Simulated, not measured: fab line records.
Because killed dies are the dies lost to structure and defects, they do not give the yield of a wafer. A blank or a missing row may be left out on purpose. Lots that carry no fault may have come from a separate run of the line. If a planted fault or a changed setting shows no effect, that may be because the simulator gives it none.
What tool caused it? -- flow berkeley-cmos170 -- 13 lots, 39 wafers sampled, at 2 steps of a route of 331

## WHAT EACH GAUGE READ, for each wafer
UCB170_PSD_CD_MEAS_06 targets a cd of 1200 nm.
lot,measured,on,cd-nm (nm)
L131,day 7 14:23,cd-sem-01,1199.9 1200.3 1198.9
L130,day 7 14:38,cd-sem-01,1199.7 1200.4 1199.4
L132,day 7 20:12,cd-sem-01,1199.4 1199.5 1200.1
L136,day 8 18:09,cd-sem-02,1181.9 1183.0 1181.6
L137,day 8 18:25,cd-sem-01,1201.1 1201.5 1201.7
L142,day 9 18:08,cd-sem-01,1184.9 1185.6 1185.7
L143,day 9 18:22,cd-sem-01,1197.6 1198.0 1198.4
L146,day 10 20:58,cd-sem-01,1201.3 1201.8 1202.5
L147,day 10 21:08,cd-sem-02,1200.8 1201.7 1199.2
L149,day 10 21:39,cd-sem-01,1198.2 1198.9 1199.5
L150,day 11 19:31,cd-sem-02,1200.6 1201.0 1200.3
L151,day 11 19:40,cd-sem-01,1199.0 1199.8 1198.3
L152,day 11 19:47,cd-sem-02,1199.8 1199.5 1200.1

## WHAT TOOL EACH LOT RAN ON (gives the tool, then ch and the chambers of the sampled wafers, and finally the start)
lot,UCB170_PSD_EXPOSE_03
L131,"krf-scanner-02 ch 0, day 7 13:55"
L130,"krf-scanner-01 ch 0, day 7 14:08"
L132,"krf-scanner-01 ch 0, day 7 19:49"
L136,"krf-scanner-02 ch 0, day 8 17:46"
L137,"krf-scanner-01 ch 0, day 8 18:01"
L142,"krf-scanner-02 ch 0, day 9 17:45"
L143,"krf-scanner-01 ch 0, day 9 17:58"
L146,"krf-scanner-01 ch 0, day 10 20:35"
L147,"krf-scanner-01 ch 0, day 10 20:40"
L149,"krf-scanner-01 ch 0, day 10 21:16"
L150,"krf-scanner-01 ch 0, day 11 19:07"
L151,"krf-scanner-01 ch 0, day 11 19:17"
L152,"krf-scanner-01 ch 0, day 11 19:21"
- UCB170_PSD_EXPOSE_03: exposes mask PSELECT MOD, target cd 1200 nm.

## WHAT THE TOOLS THEMSELVES READ (means of the sampled wafers that have a number; where no wafer has one, the mark that the record gives instead)
UCB170_PSD_EXPOSE_03.
lot,tool,exposure-dose-mJ-cm2
L131,krf-scanner-02,30.002
L130,krf-scanner-01,30.027
L132,krf-scanner-01,30.016
L136,krf-scanner-02,26.967
L137,krf-scanner-01,30.008
L142,krf-scanner-02,27.621
L143,krf-scanner-01,29.995
L146,krf-scanner-01,30.029
L147,krf-scanner-01,30.032
L149,krf-scanner-01,30.010
L150,krf-scanner-01,29.990
L151,krf-scanner-01,30.031
L152,krf-scanner-01,30.006

## THE ANSWER, worked out from the rows above alone
Rule: what is usual is taken from the lots themselves. The widest of any qualifying gaps counts: lots, ordered by their means at a reading, are off when they make up no more than a third of the lots, leave a main group of 4 or more, and stand apart from it by 3 or more times the standard deviation of that group's means. A main group is skipped when, at the precision printed for the reading in the tables above, its means are all equal. A lot without any number at a reading at which 4 lots or more have one is off too. All remaining lots with rows at the step are treated as sound. After the gauges, taken in route order, come the tools' own readings; for these a lot's mean is taken, as printed above. At the first step where some lot is off, the reading lying furthest off is the one used; lots without a number count as furthest.
Off: L136, L142 (UCB170_PSD_CD_MEAS_06, cd-nm). Mean 1199.9 nm and standard deviation 1.1 in the main group.
A tool fits if, at a process step before that reading, it ran every lot that is off, and no sound lot after the first of them. The gauges at UCB170_PSD_CD_MEAS_06 aren't tried: what is off there is off at UCB170_PSD_EXPOSE_03 too, on other tools, and a gauge's error can't cause that. One candidate fits, namely krf-scanner-02 at UCB170_PSD_EXPOSE_03. Its last sound lot is L131 (day 7 13:55), its first lot that is off L136 (day 8 17:46): a fault that began between those two fits.
The tool's own readings at UCB170_PSD_EXPOSE_03 bear it out: on the lots that are off they differ by more than 5 times the standard deviation of the sound lots' means. exposure-dose-mJ-cm2 reads 27.294 there against 30.013 on the sound lots.

## WHAT WAS PUT IN BY THE SIMULATOR
Process parameters drifting: krf-scanner-02 at UCB170_PSD_EXPOSE_03, beginning at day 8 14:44. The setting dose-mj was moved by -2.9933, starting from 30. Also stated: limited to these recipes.
Struck lots among those shown: L136, L142. The rule given above showed the same thing.
